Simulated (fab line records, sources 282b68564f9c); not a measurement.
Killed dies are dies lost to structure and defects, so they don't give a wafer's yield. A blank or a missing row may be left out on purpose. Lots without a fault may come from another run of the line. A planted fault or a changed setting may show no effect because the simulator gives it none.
Which tool did it? | flow rit_cmos | 13 lots, 39 wafers sampled, at 2 steps of a route of 202

WHAT THE GAUGES READ, wafer by wafer
RIT_SPACER_THK_MEAS_04. Usual: SPACER_NITRIDE_THK 253.0 nm, standard deviation 2.3.
lot  | measured    | on            | SPACER_NITRIDE_THK (nm)             | flag
L819 | day 3 11:22 | film_metro-02 | 256.1 257.2 256.6                   |
L820 | day 3 13:59 | film_metro-01 | 255.5 254.6 253.0                   |
L821 | day 3 16:34 | film_metro-03 | 251.7 252.3 250.3                   |
L822 | day 4 05:02 | film_metro-02 | 253.4 251.7 250.7                   |
L823 | day 4 05:29 | film_metro-03 | 251.0 252.4 253.0                   |
L824 | day 4 08:48 | film_metro-01 | 250.6 252.5 249.7                   |
L827 | day 5 02:46 | film_metro-02 | 254.4 254.4 253.9                   |
L829 | day 5 16:30 | film_metro-03 | 253.2 251.4 255.1                   |
L830 | day 5 18:25 | film_metro-02 | 244.7 242.2 245.1 244.8 242.3 245.1 | OFF
L831 | day 5 19:35 | film_metro-03 | 252.8 252.4 253.6                   |
L838 | day 7 18:52 | film_metro-03 | 258.0 254.3 253.5                   |
L840 | day 7 23:41 | film_metro-02 | 252.7 254.3 254.8                   |
L839 | day 8 01:22 | film_metro-02 | 257.1 255.3 255.2                   |

WHICH TOOL RAN EACH LOT (tool, then ch and the chambers of the sampled wafers, then the start)
lot  | RIT_SPACER_CVD_03
L819 | lpcvd-02 ch 1, day 3 09:26
L820 | lpcvd-01 ch 0, day 3 12:04
L821 | lpcvd-01 ch 0, day 3 14:39
L822 | lpcvd-02 ch 1, day 4 02:10
L823 | lpcvd-01 ch 1, day 4 03:33
L824 | lpcvd-01 ch 1, day 4 06:53
L827 | lpcvd-02 ch 0, day 5 00:50
L829 | lpcvd-01 ch 1, day 5 13:37
L830 | lpcvd-02 ch 0, day 5 16:28
L831 | lpcvd-01 ch 0, day 5 16:43
L838 | lpcvd-02 ch 1, day 7 16:55
L840 | lpcvd-01 ch 0, day 7 20:49
L839 | lpcvd-02 ch 1, day 7 23:27
- RIT_SPACER_CVD_03: deposits Si3N4 from SiH2Cl2/NH3, target thk 250 nm, time 3347 s.

WHAT THE TOOLS THEMSELVES READ (means of the sampled wafers that have a number; where no wafer has one, the mark that the record gives instead)
RIT_SPACER_CVD_03. Usual: sih2cl2_flow_sccm 60.01 sccm, standard deviation 0.19; spike_tc_centre_C 812.2 C, standard deviation 1.5; zone_power_load_pct 19.1 %, standard deviation 0.94.
lot  | tool     | sih2cl2_flow_sccm (sccm) | spike_tc_centre_C (C) | zone_power_load_pct (%) | flag
L819 | lpcvd-02 | 59.92                    | 810.8                 | 19.2                    |
L820 | lpcvd-01 | 59.95                    | 814.1                 | 20.3                    |
L821 | lpcvd-01 | 59.92                    | 814.6                 | 20.1                    |
L822 | lpcvd-02 | 59.92                    | 811.4                 | 19.3                    |
L823 | lpcvd-01 | 60.17                    | 813.0                 | 17.7                    |
L824 | lpcvd-01 | 60.21                    | 813.0                 | 17.7                    |
L827 | lpcvd-02 | 59.84                    | 811.4                 | 20.0                    |
L829 | lpcvd-01 | 59.96                    | 812.0                 | 17.7                    |
L830 | lpcvd-02 | 60.24                    | 810.6                 | 20.0                    |
L831 | lpcvd-01 | 59.91                    | 813.1                 | 20.2                    |
L838 | lpcvd-02 | 60.35                    | 811.6                 | 19.1                    |
L840 | lpcvd-01 | 59.86                    | 814.6                 | 20.2                    |
L839 | lpcvd-02 | 60.16                    | 811.6                 | 19.2                    |

THE ANSWER, worked out from the rows above alone
Rule: a lot is off if the mean of its wafers that have a number lies more than 3 standard deviations from the usual mean. A lot without any number at a reading at which 4 lots or more have one is off too. The other lots that the step has rows for count as sound. The gauges are gone through in route order, then the tools' own readings, and for those a lot's mean is taken as printed above. The first step at which some lot is off is used, and at that step the reading that is off furthest; a lot without a number counts as furthest.
Off: L830, at RIT_SPACER_THK_MEAS_04 (SPACER_NITRIDE_THK).
A tool fits if, at a process step before that reading, it ran every lot that is off, and no sound lot after the first of them. The gauges at RIT_SPACER_THK_MEAS_04 are tried like those tools. None of those tried fits.

WHAT THE SIMULATOR HAD PUT IN
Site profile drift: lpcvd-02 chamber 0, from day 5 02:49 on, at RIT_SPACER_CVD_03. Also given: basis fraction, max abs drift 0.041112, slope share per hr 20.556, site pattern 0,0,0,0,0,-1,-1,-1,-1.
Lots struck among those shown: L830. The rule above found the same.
